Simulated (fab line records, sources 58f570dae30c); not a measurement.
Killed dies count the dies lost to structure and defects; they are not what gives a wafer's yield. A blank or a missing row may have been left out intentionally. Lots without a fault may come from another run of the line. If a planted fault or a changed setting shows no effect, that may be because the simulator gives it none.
Lot-split experiment :: flow berkeleyCmos170 :: 23 wafers read from 5 lots, route of 331 steps

ON THE SPLIT
At UCB170_PWELL_CVD_05 (deposits Si3N4 from SiH2Cl2/NH3, target thk 220 nm, time 3300 s), the setting timeS was moved away from the recipe's 3300 s on 10 of the 23 wafers read, by -4.0% to +14.7%. All remaining wafers had this setting at the recipe value.

Between the split and the reading, the file records no step.

THE READING
PWELL_NITRIDE_THK at UCB170_PWELL_THK_MEAS_06, in nm. On this fab line, fault-free wafers typically give 219.6 nm with a standard deviation of 2.1 nm.

wafer: L076.1
tool, chamber at the split: -, -
timeS as run, s: 3300
against the recipe: recipe
PWELL_NITRIDE_THK, nm: 224.5
against lot-mates on the recipe: -

wafer: L076.2
tool, chamber at the split: -, -
timeS as run, s: 3300
against the recipe: recipe
PWELL_NITRIDE_THK, nm: 223.6
against lot-mates on the recipe: -

wafer: L076.3
tool, chamber at the split: -, -
timeS as run, s: 3300
against the recipe: recipe
PWELL_NITRIDE_THK, nm: 222.8
against lot-mates on the recipe: -

wafer: L076.4
tool, chamber at the split: -, -
timeS as run, s: 3300
against the recipe: recipe
PWELL_NITRIDE_THK, nm: 223.1
against lot-mates on the recipe: -

wafer: L076.5
tool, chamber at the split: -, -
timeS as run, s: 3300
against the recipe: recipe
PWELL_NITRIDE_THK, nm: 223.7
against lot-mates on the recipe: -

wafer: L079.1
tool, chamber at the split: lpcvd-02, 0
timeS as run, s: 3300
against the recipe: recipe
PWELL_NITRIDE_THK, nm: 218.6
against lot-mates on the recipe: -

wafer: L079.4
tool, chamber at the split: lpcvd-02, 0
timeS as run, s: 3300
against the recipe: recipe
PWELL_NITRIDE_THK, nm: 217.8
against lot-mates on the recipe: -

wafer: L079.6
tool, chamber at the split: lpcvd-02, 0
timeS as run, s: 3300
against the recipe: recipe
PWELL_NITRIDE_THK, nm: 218.0
against lot-mates on the recipe: -

wafer: L078.1
tool, chamber at the split: -, -
timeS as run, s: 3300
against the recipe: recipe
PWELL_NITRIDE_THK, nm: 219.5
against lot-mates on the recipe: -

wafer: L078.2
tool, chamber at the split: -, -
timeS as run, s: 3300
against the recipe: recipe
PWELL_NITRIDE_THK, nm: 219.1
against lot-mates on the recipe: -

wafer: L078.3
tool, chamber at the split: -, -
timeS as run, s: 3300
against the recipe: recipe
PWELL_NITRIDE_THK, nm: 220.5
against lot-mates on the recipe: -

wafer: L078.5
tool, chamber at the split: -, -
timeS as run, s: 3300
against the recipe: recipe
PWELL_NITRIDE_THK, nm: 219.0
against lot-mates on the recipe: -

wafer: L078.6
tool, chamber at the split: -, -
timeS as run, s: 3300
against the recipe: recipe
PWELL_NITRIDE_THK, nm: 218.7
against lot-mates on the recipe: -

wafer: L080.1
tool, chamber at the split: -, -
timeS as run, s: 3786
against the recipe: +14.7%
PWELL_NITRIDE_THK, nm: 250.6
against lot-mates on the recipe: no lot-mate on the recipe

wafer: L080.2
tool, chamber at the split: -, -
timeS as run, s: 3786
against the recipe: +14.7%
PWELL_NITRIDE_THK, nm: 249.2
against lot-mates on the recipe: no lot-mate on the recipe

wafer: L080.3
tool, chamber at the split: -, -
timeS as run, s: 3786
against the recipe: +14.7%
PWELL_NITRIDE_THK, nm: 250.6
against lot-mates on the recipe: no lot-mate on the recipe

wafer: L080.4
tool, chamber at the split: -, -
timeS as run, s: 3786
against the recipe: +14.7%
PWELL_NITRIDE_THK, nm: 249.6
against lot-mates on the recipe: no lot-mate on the recipe

wafer: L080.6
tool, chamber at the split: -, -
timeS as run, s: 3786
against the recipe: +14.7%
PWELL_NITRIDE_THK, nm: 251.3
against lot-mates on the recipe: no lot-mate on the recipe

wafer: L081.1
tool, chamber at the split: -, -
timeS as run, s: 3167
against the recipe: -4.0%
PWELL_NITRIDE_THK, nm: 208.5
against lot-mates on the recipe: no lot-mate on the recipe

wafer: L081.2
tool, chamber at the split: -, -
timeS as run, s: 3167
against the recipe: -4.0%
PWELL_NITRIDE_THK, nm: 209.2
against lot-mates on the recipe: no lot-mate on the recipe

wafer: L081.3
tool, chamber at the split: -, -
timeS as run, s: 3167
against the recipe: -4.0%
PWELL_NITRIDE_THK, nm: 207.8
against lot-mates on the recipe: no lot-mate on the recipe

wafer: L081.5
tool, chamber at the split: -, -
timeS as run, s: 3167
against the recipe: -4.0%
PWELL_NITRIDE_THK, nm: 208.9
against lot-mates on the recipe: no lot-mate on the recipe

wafer: L081.6
tool, chamber at the split: -, -
timeS as run, s: 3167
against the recipe: -4.0%
PWELL_NITRIDE_THK, nm: 208.4
against lot-mates on the recipe: no lot-mate on the recipe

THE FIT
A straight line over all 23 wafers: PWELL_NITRIDE_THK changes by +2.13 nm for each +1% of timeS; r = +0.99; the points scatter about the line by 2.4 nm.
Too few moved wafers with a lot-mate on the recipe to fit a line net of each lot's own level.

THE WHOLE CHAIN: every reading that the file lists as answering this split, in the file's order
step: UCB170_PWELL_CVD_05
what it does: deposits Si3N4 from SiH2Cl2/NH3, target thk 220 nm, time 3300 s
reading: Si3N4_of_PWELL_CVD_05.thkNm (the simulator's own value, which no gauge read)
change (the file's fit): +2.13 nm for each +1% of the setting
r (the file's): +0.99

step: UCB170_PWELL_THK_MEAS_06
what it does: 
reading: PWELL_NITRIDE_THK
change (the file's fit): +2.13 for each +1% of the setting
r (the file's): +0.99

step: UCB170_PWELL_ETCH_14
what it does: etches Si3N4 in CH3F/Ar/O2, stops on SiO2, target depth 242 nm, time 151 s
reading: etch.depthNm (the simulator's own value, which no gauge read)
change (the file's fit): +1.84 nm for each +1% of the setting
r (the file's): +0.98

FILE'S OWN FIT
PWELL_NITRIDE_THK changes by +2.13 nm for each +1% of timeS, r = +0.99.
